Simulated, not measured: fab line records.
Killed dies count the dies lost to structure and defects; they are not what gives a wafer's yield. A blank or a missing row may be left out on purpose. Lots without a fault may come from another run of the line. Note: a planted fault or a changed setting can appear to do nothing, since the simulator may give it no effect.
Chamber matching -- flow berkeley cmos170 -- UCB170_V2_CMP_02 on cmp-02 has 4 sister chambers
The step polishes SiO2. 16 wafers are shown with their chamber, then 8 later ones without.

## WAFERS, EACH WITH ITS CHAMBER
wafer,chamber,motor current A (A)
L173.2,1,14.6
L173.3,2,17.5
L173.6,3,16.6
L177.2,3,16.4
L177.3,2,18.4
L177.6,0,16.4
L179.1,2,16.9
L179.2,0,16.5
L179.6,3,16.5
L181.2,2,18.7
L181.4,1,14.1
L181.5,0,16.5
L182.2,0,16.3
L182.4,2,18.3
L182.6,3,16.9
L195.1,2,16.8

SIGNATURES (averages over the wafers above)
reading,chamber 0,chamber 1,chamber 2,chamber 3,scatter within a chamber
motor current A,16.425,14.350,17.767,16.600,0.548
Rule: a wafer's distance from a chamber is the root of the sum, over the readings, of the square of ((its reading less the chamber's mean) divided by the reading's scatter). If the next closest chamber is less than 2 further off than the closest, the wafer can't be placed; otherwise it belongs to the closest. The scatter: the root of (the sum of the squares of (reading less its chamber's mean) over the shown wafers, divided by (wafers less chambers)).

## WAFERS WHOSE CHAMBER IS MISSING
wafer,motor current A (A)
L195.3,15.7
L195.5,16.2
L193.1,14.5
L193.3,17.6
L193.5,16.0
L194.2,17.4
L194.4,15.1
L194.5,18.0

## CHAMBER TAKEN BY EACH
wafer,from the rows above,in truth
L195.3,can't be placed: 0 or 3 or 1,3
L195.5,can't be placed: 0 or 3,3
L193.1,1,1
L193.3,can't be placed: 2 or 3 or 0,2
L193.5,can't be placed: 0 or 3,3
L194.2,can't be placed: 2 or 3 or 0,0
L194.4,can't be placed: 1 or 0 or 3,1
L194.5,2,2
Correctly placed: 2 of 8. From these rows, 6 cannot be placed; in 6 the true chamber is one of the candidates. Placed wrongly: 0.
